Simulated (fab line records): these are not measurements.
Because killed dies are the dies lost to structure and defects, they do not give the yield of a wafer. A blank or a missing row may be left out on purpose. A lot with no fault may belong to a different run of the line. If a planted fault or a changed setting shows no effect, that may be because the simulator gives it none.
Problem report, 8D (eight disciplines) form, completed by code | flow rit cmos | the parts of the form that need people (team, actions taken, sign-off) are left out

## 1. PROBLEM STATEMENT
CONTACT_TEOS_THK at RIT_CONTACT_THK_MEAS_01 reads a mean of 542 nm on 1 wafer of 1 lot; wafers without a fault read 400 nm with a standard deviation of 5.7. Relative to the usual mean, that is a shift of +25 standard deviations.
First observed at day 7 01:48: wafer L465.6, on film metro-02. Wafers with a number at this step in the record: 39, from 13 lots. Rule for "out" (also "out of limits"): further than 4 standard deviations from the usual mean. Any other wafer with a number is counted as sound.

## 2. WHAT IT IS, AND WHAT IT ISN'T
question                    | is               | is not
which readings at this step | CONTACT_TEOS_THK | -
which lots                  | L465             | L447, L448, L450, L451, L452, L454, L455, L456, L459, L467, L469, L470
which wafers of those lots  | L465.6           | L465.2, L465.5
read on which gauges        | film metro-02    | film metro-03, film metro-04
when                        | from day 7 01:48 | up to then (29 sound wafers); but 9 sound wafers of L467, L469, L470 came after

## 3. THE SUSPECTS, EACH WITH WHAT RULES IT OUT
Counting: a tool at a process step up to the reading stays a suspect if it ran every lot that is out. Sound lots after the first of them don't rule it out here, since some wafers of a struck lot are sound.
- the gauge at RIT_CONTACT_THK_MEAS_01 is ruled out. All the wafers that are out were read on film metro-02, but those of them that RIT_M1_PROBE_99 has rows for are out there too, on other tools.
- pecvd-02 at RIT_CONTACT_CVD_00 (deposits SiO2 from TEOS, target thk 400 nm, time 61 s): kept. It processed L465, the lot that is out, at day 7 01:44, and its most recent sound lot before then was L459 at day 5 19:56.
- Within pecvd-02 at RIT_CONTACT_CVD_00: the wafers that are out ran in chamber 1; their sound lot-mates ran in chamber 2.
After counting, what remains is pecvd-02 at RIT_CONTACT_CVD_00.

## 4. THE CAUSE (what the simulator had put in)
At RIT_CONTACT_CVD_00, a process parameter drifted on pecvd-02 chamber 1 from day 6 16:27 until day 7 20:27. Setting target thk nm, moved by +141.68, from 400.
This tool alone remained once counting was done.

## 5. THE EFFECT CHAIN, in route order
One row per reading whose mean, taken over the struck wafers that have a number, lies over 3 standard deviations from the usual. Readings are gone through only where the record gives a usual standard deviation; hours: the median, over the lots, of the time from a lot's start at the first step in this table giving one to that lot's start at this step; sigmas: the change measured in usual standard deviations.
hours | step                    | reading            | usual  | on struck wafers | change | sigmas
0     | RIT_CONTACT_THK_MEAS_01 | CONTACT_TEOS_THK   | 400 nm | 542              | +142   | +25
12    | RIT_M1_PROBE_99         | killed at contacts | 0.1    | 260.0            | +259.9 | +99 or more
12    | RIT_M1_PROBE_99         | killed dies        | 7      | 264              | +257   | +80
12    | RIT_M1_PROBE_99         | killed on rim      | 1.9    | 70.0             | +68.1  | +49
Process steps it contains:
- RIT_M1_PROBE_99

## 6. HOW IT WOULD HAVE BEEN CAUGHT EARLIER
Counted from the fault's start at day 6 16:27, it took 9 hours until the first out-of-limits reading at a measuring or inspecting step in this record, taken at day 7 01:48.
An alarm limit of 4 standard deviations would not have fired on the tool readings at RIT_CONTACT_CVD_00 for which the record gives a usual standard deviation, since none of them was out on any struck wafer.
The start of RIT_CONTACT_CVD_00 on pecvd-02 came by day 7 01:48 for every one of the lots that are out (1). Tool hold at that time: it would have spared none of them.
